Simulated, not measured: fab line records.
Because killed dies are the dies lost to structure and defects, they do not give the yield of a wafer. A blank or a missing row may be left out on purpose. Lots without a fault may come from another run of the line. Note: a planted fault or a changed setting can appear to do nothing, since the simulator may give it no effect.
A struck lot beside a sound one -- flow ritCmos -- 3 steps out of a route of 202
Sound: these wafers, L920.1, L920.3, L920.4. Wafers L927.2, L927.4, L927.6 were the ones struck. The cause is named last.
Per side, at each step with rows, come the tool, then ch with its chambers, and then its first start. Under that, the readings that differ: sound wafers -- struck wafers -- difference of the means -- sigmas: that difference in standard deviations of wafers without a fault.
alike: readings with means less than 2 such deviations apart, plus words and numbers identical on both sides. not compared: withheld readings, readings lacking a value on some wafer, bounds such as >300 that could conceal the same value, and numbers that have no deviation in the record and whose values overlap.
A row with sigmas, a row that says differs or no value, or rows on one side alone: a step with any of these is where the two part. Numbers that have no deviation but don't overlap get no sigmas and don't part them. A reading that every wafer of one side lacks parts them only if that side has two wafers or more.

RIT_ACTIVE_BOW_MEAS_00:
  sound: filmMetro-03 at day 2 11:00; struck: filmMetro-03 at day 3 22:01
  alike: INCOMING_BOW
RIT_ACTIVE_OXIDATION_01: target thk 46.8 nm, ox time 3360 s.
  sound on furnace-01 ch 0, day 2 12:17; struck on furnace-04, day 3 22:12
  no value came back on the struck wafers for oxTempC (C), oxTempCMax, oxTimeS (s), tube_center_temp_C_max; on the sound wafers oxTempC (C) reads 1000.6 1000.4 1000.3
then, 1 step without rows for these wafers: RIT_ACTIVE_CVD_03 (deposits Si3N4 from SiH2Cl2/NH3, target thk 150 nm, time 1500 s).

## WHERE THEY PART
Only at RIT_ACTIVE_OXIDATION_01, as far as this record shows.

WHY: what the simulator had put in
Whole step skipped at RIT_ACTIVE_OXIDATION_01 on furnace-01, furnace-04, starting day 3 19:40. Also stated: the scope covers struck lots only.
